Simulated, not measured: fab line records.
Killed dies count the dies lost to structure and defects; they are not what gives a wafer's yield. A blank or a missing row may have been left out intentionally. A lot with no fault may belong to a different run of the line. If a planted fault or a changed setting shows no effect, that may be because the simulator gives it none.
Comparing a struck lot with a sound one | flow berkeley_cmos170 | 16 steps out of a route of 331
Sound: wafers L408.3, L408.5, L408.6. Struck: wafers L425.2, L425.6 (left out: L425.1, a lot-mate that was not struck); the cause follows at the end.
Each step with rows lists, per side, the tool, then ch with its chambers, then its first start. Under that, the readings that differ: sound wafers | struck wafers | difference of the means | sigmas: that difference in standard deviations of wafers without a fault.
alike: readings whose means differ by less than 2 such deviations, and words and numbers that are the same on both sides. not compared: withheld readings, readings that some wafer has no value for, bounds like >300 that may hide the same value, and numbers for which the record gives no deviation and whose values overlap.
The two part at a step that has a row with sigmas, a row that says differs or no value, or rows on one side only. Numbers that don't overlap but have no deviation are shown without sigmas and don't part them. A reading that every wafer of one side lacks parts them only if that side has two wafers or more.

UCB170_V2_CMP_02: polishes SiO2.
  sound on cmp-01 ch 0,1,2, day 8 10:05; struck on cmp-01 ch 0,3, day 12 09:02
  alike: motor_current_A
UCB170_V2_BOW_MEAS_03:
  sound: film_metro-02 at day 8 10:16; struck: film_metro-03 at day 12 09:14
  alike: V2_BOW
UCB170_V2_THK_MEAS_04:
  sound: film_metro-02 at day 8 10:22; struck: film_metro-03 at day 12 09:22
  alike: V2_POLISHED_THK
then, 7 steps without rows for these wafers: UCB170_V2_CLEAN_05 (cleans in DIW); UCB170_V2_HMDS_06 (prime time 60 s); UCB170_V2_COAT_07 (resist thk 900 nm); UCB170_V2_SOFTBAKE_08 (time 60 s); UCB170_V2_EXPOSE_09 (exposes mask VIA2, target cd 700 nm); UCB170_V2_PEB_10; UCB170_V2_DEVELOP_11 (develop time 45 s).
UCB170_V2_CD_MEAS_12: the cd target is 700 nm.
  sound: cd_sem-02 at day 8 12:01; struck: cd_sem-02 at day 12 11:33
  alike: cd_nm
UCB170_V2_OVL_MEAS_13:
  sound: overlay-01 at day 8 12:07; struck: overlay-02 at day 12 11:40
  reading     | sound   | struck | difference | sigmas
  V2_OVL (nm) | 3 -1 -8 | 8 12   | +12        | +2
UCB170_V2_ETCH_14: etches SiO2 in CHF3/CF4/Ar, stops on Al, target depth 1250 nm, time 291 s.
  sound on rie_diel-04 ch 0,1,3, day 8 12:08; struck on rie_diel-04 ch 0, day 12 11:43
  reading                             | sound             | struck      | difference | sigmas
  oes_product_au (a.u.)               | 0.865 0.882 0.896 | 1.025 1.032 | +0.147     | +12
  run_length_s (s)                    | 319.1 319.2 319.3 | 175.0 175.1 | -144.1     | -99 or more
  model.V2.feature_depth_nm (nm)      | 998.7 996.7 998.9 | 641.7 638.9 | -357.8     |
  model.etch.depth_nm (nm)            | 998.7 996.7 998.7 | 641.7 638.9 | -357.7     |
  model.KrF_of_V2_COAT_07.thk_nm (nm) | 617.8 617.2 606.1 | 739.3 742.6 | +127.2     |
  alike: drypump_motor_current_A, throttle_valve_pct
  not compared: rf_hours_counter_h
UCB170_V2_STRIP_15: strips in O2.
  sound on plasma_asher-04 ch 0,1, day 8 12:20; struck on plasma_asher-02 ch 1, day 12 11:53
  reading                      | sound             | struck      | difference | sigmas
  drypump_motor_current_A (A)  | 5.63 5.62 5.73    | 5.99 5.98   | +0.33      | +3
  strip_time_to_endpoint_s (s) | 15.48 15.47 15.20 | 18.34 18.39 | +2.98      | +27
  alike: oes_product_au
  not compared: rf_hours_counter_h
UCB170_V2_CD_MEAS_90: the cd target is 700 nm.
  sound: cd_sem-02 at day 8 12:27; struck: cd_sem-01 at day 12 11:59
  reading    | sound             | struck      | difference | sigmas
  cd_nm (nm) | 698.0 698.0 700.0 | 692.8 693.0 | -5.8       | -4
then, 1 step without rows for these wafers: UCB170_M3_PRE_CLEAN_00 (preclean etch time 60 s).

WHERE THEY PART
At UCB170_V2_OVL_MEAS_13 first; at UCB170_V2_CD_MEAS_90 last (within this record only).

WHY: what had been put in by the simulator
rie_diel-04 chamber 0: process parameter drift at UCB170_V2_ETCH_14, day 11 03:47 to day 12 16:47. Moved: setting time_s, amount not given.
